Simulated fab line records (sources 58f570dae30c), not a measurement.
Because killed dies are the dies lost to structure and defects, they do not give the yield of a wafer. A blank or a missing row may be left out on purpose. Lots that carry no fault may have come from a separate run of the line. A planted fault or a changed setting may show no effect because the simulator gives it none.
Which tool is to blame? | flow berkeley_cmos170 | 13 lots, 39 wafers sampled, at 6 steps of a route of 331

## WHAT THE GAUGES SHOWED, per wafer
UCB170_GATE_THK_MEAS_05.
lot  | measured     | on            | GATE_POLY_THK (nm)
L110 | day 6 15:09  | film_metro-03 | 217.7 216.3 217.8
L111 | day 6 15:13  | film_metro-04 | 217.2 217.0 219.1
L112 | day 7 09:50  | film_metro-03 | 214.0 213.9 213.1
L114 | day 7 20:21  | film_metro-03 | 213.9 213.8 215.7
L113 | day 7 20:22  | film_metro-02 | 214.7 214.6 217.2
L115 | day 8 02:59  | film_metro-03 | 213.9 213.3 212.9
L119 | day 8 11:08  | film_metro-03 | 215.9 213.9 215.0
L120 | day 8 11:09  | film_metro-04 | 216.9 218.0 218.5
L118 | day 8 11:11  | film_metro-04 | 211.1 209.1 211.5
L124 | day 10 02:51 | film_metro-02 | 215.6 214.7 214.0
L128 | day 10 16:32 | film_metro-02 | 217.4 215.6 217.3
L130 | day 11 18:20 | film_metro-02 | 215.5 216.2 215.6
L132 | day 12 03:49 | film_metro-04 | 214.0 215.0 212.1

UCB170_SPACER_THK_MEAS_01.
lot  | measured     | on            | SPACER_TEOS_THK (nm)
L110 | day 7 00:20  | film_metro-01 | 371 372 374
L111 | day 7 00:59  | film_metro-03 | 372 369 377
L112 | day 7 19:14  | film_metro-03 | 376 371 378
L114 | day 8 03:40  | film_metro-02 | 376 382 376
L113 | day 8 03:29  | film_metro-03 | 375 384 379
L115 | day 8 08:59  | film_metro-01 | 369 372 371
L119 | day 8 20:52  | film_metro-03 | 373 371 379
L120 | day 8 19:23  | film_metro-02 | 374 383 378
L118 | day 8 20:58  | film_metro-01 | 370 374 374
L124 | day 10 10:09 | film_metro-02 | 367 374 324
L128 | day 11 02:48 | film_metro-02 | 368 375 373
L130 | day 11 23:50 | film_metro-03 | 379 368 385
L132 | day 12 14:02 | film_metro-02 | 366 375 379

UCB170_SDANNEAL_RS_MEAS_05: a four-point-probe measurement.
lot  | measured     | on            | NLDD_RS (ohm/sq)
L110 | day 7 12:38  | film_metro-04 | 615.3 615.4 614.1
L111 | day 7 15:58  | film_metro-04 | 616.6 617.0 618.3
L112 | day 8 05:56  | film_metro-01 | 615.0 615.9 616.9
L114 | day 8 15:55  | film_metro-01 | 615.9 615.4 616.2
L113 | day 8 15:34  | film_metro-02 | 616.8 616.7 617.7
L115 | day 8 22:35  | film_metro-01 | 616.3 616.1 615.3
L119 | day 9 12:05  | film_metro-04 | 619.7 617.5 619.3
L120 | day 9 11:47  | film_metro-02 | 615.0 616.1 615.7
L118 | day 9 12:41  | film_metro-02 | 613.6 614.4 615.1
L124 | day 11 01:37 | film_metro-02 | 616.1 614.9 615.3
L128 | day 11 12:49 | film_metro-01 | 615.5 614.9 615.3
L130 | day 12 13:03 | film_metro-04 | 617.3 618.5 618.5
L132 | day 13 01:41 | film_metro-01 | 615.3 616.3 615.9

## EACH LOT AND THE TOOL THAT RAN IT (in order: tool; ch and the chambers of the sampled wafers; start)
lot  | UCB170_PLDD_STRIP_10                 | UCB170_SPACER_CVD_00            | UCB170_SPACER_ETCHBACK_03
L110 | plasma_asher-02 ch 0,1, day 6 21:04  | pecvd-01 ch 0,1, day 7 00:18    | rie_diel-03 ch 0,1,3, day 7 07:11
L111 | plasma_asher-04 ch 0,1, day 6 21:25  | pecvd-01 ch 0,2, day 7 00:56    | rie_diel-02 ch 0,1,3, day 7 07:16
L112 | plasma_asher-01 ch 0,1, day 7 16:36  | pecvd-03 ch 0,1,2, day 7 19:11  | rie_diel-02 ch 0,2,3, day 8 00:13
L114 | plasma_asher-01 ch 0,1, day 8 01:37  | pecvd-03 ch 0,2, day 8 03:37    | rie_diel-04 ch 1,2,3, day 8 10:10
L113 | plasma_asher-02 ch 0,1, day 8 01:04  | pecvd-04 ch 0,1,2, day 8 03:25  | rie_diel-03 ch 0,2,3, day 8 10:10
L115 | plasma_asher-01 ch 0,1, day 8 06:28  | pecvd-03 ch 0,1,2, day 8 08:56  | rie_diel-03 ch 0,1,3, day 8 15:43
L119 | plasma_asher-02 ch 0,1, day 8 15:28  | pecvd-04 ch 1,2, day 8 20:49    | rie_diel-04 ch 0,2,3, day 9 06:14
L120 | plasma_asher-01 ch 0,1, day 8 14:38  | pecvd-01 ch 0,1,2, day 8 19:20  | rie_diel-03 ch 0,1,2, day 9 06:14
L118 | plasma_asher-01 ch 0,1, day 8 15:57  | pecvd-03 ch 0,1, day 8 20:56    | rie_diel-03 ch 2,3, day 9 06:19
L124 | plasma_asher-01 ch 0,1, day 10 06:33 | pecvd-03 ch 0,1,2, day 10 10:07 | rie_diel-03 ch 0,2,3, day 10 16:47
L128 | plasma_asher-02 ch 0,1, day 10 23:29 | pecvd-01 ch 0,2, day 11 02:46   | rie_diel-04 ch 0,2, day 11 06:30
L130 | plasma_asher-02 ch 0,1, day 11 21:37 | pecvd-04 ch 0,1,2, day 11 23:47 | rie_diel-02 ch 0,2,3, day 12 05:48
L132 | plasma_asher-04 ch 0,1, day 12 10:11 | pecvd-01 ch 0,2, day 12 13:59   | rie_diel-03 ch 0,1,3, day 12 19:59
- UCB170_PLDD_STRIP_10: strips in O2.
- UCB170_SPACER_CVD_00: deposits SiO2 from TEOS/O2, target thk 376 nm, time 47 s.
- UCB170_SPACER_ETCHBACK_03: etches SiO2 in CHF3/CF4/Ar, stops on Si, target depth 376 nm, time 100 s.

## AS READ BY THE TOOLS THEMSELVES (means over the sampled wafers that have a number; for cases with no such wafer, the mark the record gives instead)
UCB170_PLDD_STRIP_10.
lot  | tool            | drypump_motor_current_A (A) | oes_product_au (a.u.) | strip_time_to_endpoint_s (s)
L110 | plasma_asher-02 | 5.9                         | 0.733                 | 21.62
L111 | plasma_asher-04 | 5.5                         | 0.736                 | 21.67
L112 | plasma_asher-01 | 5.9                         | 0.728                 | 21.66
L114 | plasma_asher-01 | 6.0                         | 0.739                 | 21.70
L113 | plasma_asher-02 | 5.9                         | 0.740                 | 21.63
L115 | plasma_asher-01 | 6.0                         | 0.736                 | 21.69
L119 | plasma_asher-02 | 6.2                         | 0.731                 | 21.75
L120 | plasma_asher-01 | 6.0                         | 0.733                 | 21.81
L118 | plasma_asher-01 | 5.9                         | 0.733                 | 21.70
L124 | plasma_asher-01 | 5.8                         | 0.735                 | 21.68
L128 | plasma_asher-02 | 6.2                         | 0.731                 | 21.68
L130 | plasma_asher-02 | 6.2                         | 0.734                 | 21.77
L132 | plasma_asher-04 | 6.0                         | 0.734                 | 21.63

UCB170_SPACER_CVD_00.
lot  | tool     | heater_power_w (W) | rf_fwd_power_W (W)
L110 | pecvd-01 | 241                | 547.3
L111 | pecvd-01 | 238                | 544.0
L112 | pecvd-03 | 295                | 543.3
L114 | pecvd-03 | 303                | 543.3
L113 | pecvd-04 | 339                | 545.8
L115 | pecvd-03 | 270                | 543.3
L119 | pecvd-04 | 291                | 546.9
L120 | pecvd-01 | 247                | 542.8
L118 | pecvd-03 | 262                | 542.2
L124 | pecvd-03 | 287                | 469.9
L128 | pecvd-01 | 269                | 544.5
L130 | pecvd-04 | 315                | 546.4
L132 | pecvd-01 | 257                | 543.5

UCB170_SPACER_ETCHBACK_03.
lot  | tool        | drypump_motor_current_A (A) | oes_product_au (a.u.) | throttle_valve_pct (%)
L110 | rie_diel-03 | 5.3                         | 0.902                 | 6.37
L111 | rie_diel-02 | 5.5                         | 0.879                 | 6.48
L112 | rie_diel-02 | 6.1                         | 0.879                 | 6.48
L114 | rie_diel-04 | 5.9                         | 0.912                 | 6.44
L113 | rie_diel-03 | 5.7                         | 0.919                 | 6.38
L115 | rie_diel-03 | 5.3                         | 0.894                 | 6.36
L119 | rie_diel-04 | 5.8                         | 0.913                 | 6.42
L120 | rie_diel-03 | 5.3                         | 0.924                 | 6.37
L118 | rie_diel-03 | 6.0                         | 0.904                 | 6.29
L124 | rie_diel-03 | 5.7                         | 0.878                 | 6.37
L128 | rie_diel-04 | 5.5                         | 0.924                 | 6.40
L130 | rie_diel-02 | 6.1                         | 0.889                 | 6.49
L132 | rie_diel-03 | 5.2                         | 0.906                 | 6.36

## THE ANSWER, worked out from the rows above alone
Rule: usual is defined by the lots themselves. Put in order of their means at a reading, lots are off if they are a third of the lots or fewer, leave a main group of 4 or more, and stand apart from it by a gap of 3 or more times the standard deviation of the main group's means; of several such gaps the widest counts. A main group whose means are all the same, to the digits that the tables above print for the reading, isn't used. Also off: a lot with no number at a reading for which 4 or more lots have one. The other lots that the step has rows for count as sound. After the gauges, taken in route order, come the tools' own readings; for these a lot's mean is taken, as printed above. At the first step where some lot is off, the reading lying furthest off is the one used; lots without a number count as furthest.
Off: L124, seen at UCB170_SPACER_THK_MEAS_01 (SPACER_TEOS_THK). The main group: mean 375 nm, standard deviation 2.8.
If a tool, at a process step before that reading, ran all the lots that are off and no sound lot after the first of them, it fits. Not tried: the gauges at UCB170_SPACER_THK_MEAS_01; whatever is off there is also off at UCB170_SPACER_CVD_00, on other tools, and gauge error can't account for it. This does not decide it: 2 tools fit, namely plasma_asher-01 at UCB170_PLDD_STRIP_10 and pecvd-03 at UCB170_SPACER_CVD_00.

## WHAT THE SIMULATOR HAD PUT IN
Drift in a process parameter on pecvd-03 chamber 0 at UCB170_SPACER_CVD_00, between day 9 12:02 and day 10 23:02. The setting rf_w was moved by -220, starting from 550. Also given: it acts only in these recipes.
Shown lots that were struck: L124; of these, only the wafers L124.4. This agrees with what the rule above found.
